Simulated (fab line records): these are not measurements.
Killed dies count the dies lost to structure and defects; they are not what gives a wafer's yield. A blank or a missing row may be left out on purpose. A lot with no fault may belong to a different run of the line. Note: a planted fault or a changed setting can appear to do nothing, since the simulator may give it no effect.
Split-lot study + flow rit cmos + 23 wafers read from 5 lots, route of 202 steps

== ABOUT THE SPLIT ==
At RIT_PWELL_IMPLANT_08, the setting dose cm2 was moved away from the recipe's 7e+13 on 8 of the 23 wafers read, by -6.4% to +7.4%. This setting was run at the recipe's value on the other wafers.

== FROM THE SPLIT TO THE READING: what the file shows between them, 3 steps ==
- RIT_PWELL_STRIP_09: strips in O2, time 180 s
- RIT_WELLDRIVE_ANNEAL_00: time 14700 s
- RIT_WELLDRIVE_RS_MEAS_01: measures by four-point-probe

== THE READING ==
PWELL_RS (ohm/sq), read at RIT_WELLDRIVE_RS_MEAS_02 with a four-point probe. Fault-free wafers of this fab line usually give 428.9 ohm/sq, standard deviation 2 ohm/sq.

| wafer  | tool, chamber at the split | dose cm2 as run | against the recipe | PWELL_RS, ohm/sq | against lot-mates on the recipe |
|--------|----------------------------|-----------------|--------------------|------------------|---------------------------------|
| L074.1 | implanter-02, 0            | 7.519e+13       | +7.4%              | 411.9            | -18.7                           |
| L074.2 | implanter-02, 0            | 7.519e+13       | +7.4%              | 411.6            | -19.0                           |
| L074.3 | implanter-02, 0            | 7e+13           | recipe             | 430.3            | -                               |
| L074.5 | implanter-02, 0            | 7e+13           | recipe             | 430.9            | -                               |
| L074.6 | implanter-02, 0            | 7.519e+13       | +7.4%              | 411.6            | -19.0                           |
| L080.2 | implanter-01, 0            | 6.554e+13       | -6.4%              | 446.7            | +18.7                           |
| L080.3 | implanter-01, 0            | 6.554e+13       | -6.4%              | 445.0            | +17.0                           |
| L080.4 | implanter-01, 0            | 7e+13           | recipe             | 428.6            | -                               |
| L080.5 | implanter-01, 0            | 7e+13           | recipe             | 427.3            | -                               |
| L080.6 | implanter-01, 0            | 6.554e+13       | -6.4%              | 447.3            | +19.3                           |
| L083.1 | implanter-01, 0            | 7e+13           | recipe             | 425.3            | -                               |
| L083.2 | implanter-01, 0            | 7e+13           | recipe             | 424.9            | -                               |
| L083.3 | implanter-01, 0            | 7e+13           | recipe             | 426.2            | -                               |
| L083.4 | implanter-01, 0            | 7e+13           | recipe             | 426.1            | -                               |
| L083.6 | implanter-01, 0            | 7e+13           | recipe             | 425.0            | -                               |
| L084.2 | implanter-02, 0            | 7e+13           | recipe             | 428.6            | -                               |
| L084.4 | implanter-02, 0            | 7e+13           | recipe             | 428.7            | -                               |
| L084.5 | implanter-02, 0            | 7e+13           | recipe             | 428.6            | -                               |
| L085.1 | implanter-04, 0            | 7.355e+13       | +5.1%              | 415.1            | -13.6                           |
| L085.2 | implanter-04, 0            | 7.355e+13       | +5.1%              | 414.4            | -14.3                           |
| L085.4 | implanter-04, 0            | 7e+13           | recipe             | 429.0            | -                               |
| L085.5 | implanter-04, 0            | 7e+13           | recipe             | 428.5            | -                               |
| L085.6 | implanter-04, 0            | 7e+13           | recipe             | 428.6            | -                               |

THE FIT
A straight line over all 23 wafers: PWELL_RS changes by -2.52 ohm/sq for each +1% of dose cm2; r = -0.98; the points scatter about the line by 2 ohm/sq.
The same after taking each lot's own level away (the mean of its wafers on the recipe; 23 wafers): -2.71 ohm/sq for each +1%; r = -1.00; scatter 0.76 ohm/sq.
That fit puts the effect of the largest move of dose cm2 on the reading at 20 ohm/sq.
The lots' own levels span 425.50 to 430.60 ohm/sq, that is 2.6 times the standard deviation above.
So the lot-to-lot level changes the slope little: the two slopes agree.
Check: for one of the wafers moved furthest among these (+7.4%), held out of the fit, the line's prediction against its lot-mates is -20.1 ohm/sq. Against them it came out at -18.7 ohm/sq.

== OTHER SPLITS APPLIED TO THESE WAFERS ==
Other splits were also applied to these wafers ahead of the reading. Each is held against what the fit with the lots' levels taken away leaves over:
| other split on the same wafers | wafers away from the commonest value | r with PWELL_RS (lot level and that fit taken away) |
|--------------------------------|--------------------------------------|-----------------------------------------------------|
| RIT_ACTIVE_CVD_03 temp c       | 15                                   | -0.03                                               |
| RIT_ACTIVE_ETCH_13 rf w        | 8                                    | +0.16                                               |
| RIT_NWELL_IMPLANT_08 dose cm2  | 5                                    | +0.04                                               |

== FILE'S OWN FIT ==
PWELL_RS changes by -2.71 ohm/sq for each +1% of dose cm2, r = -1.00.
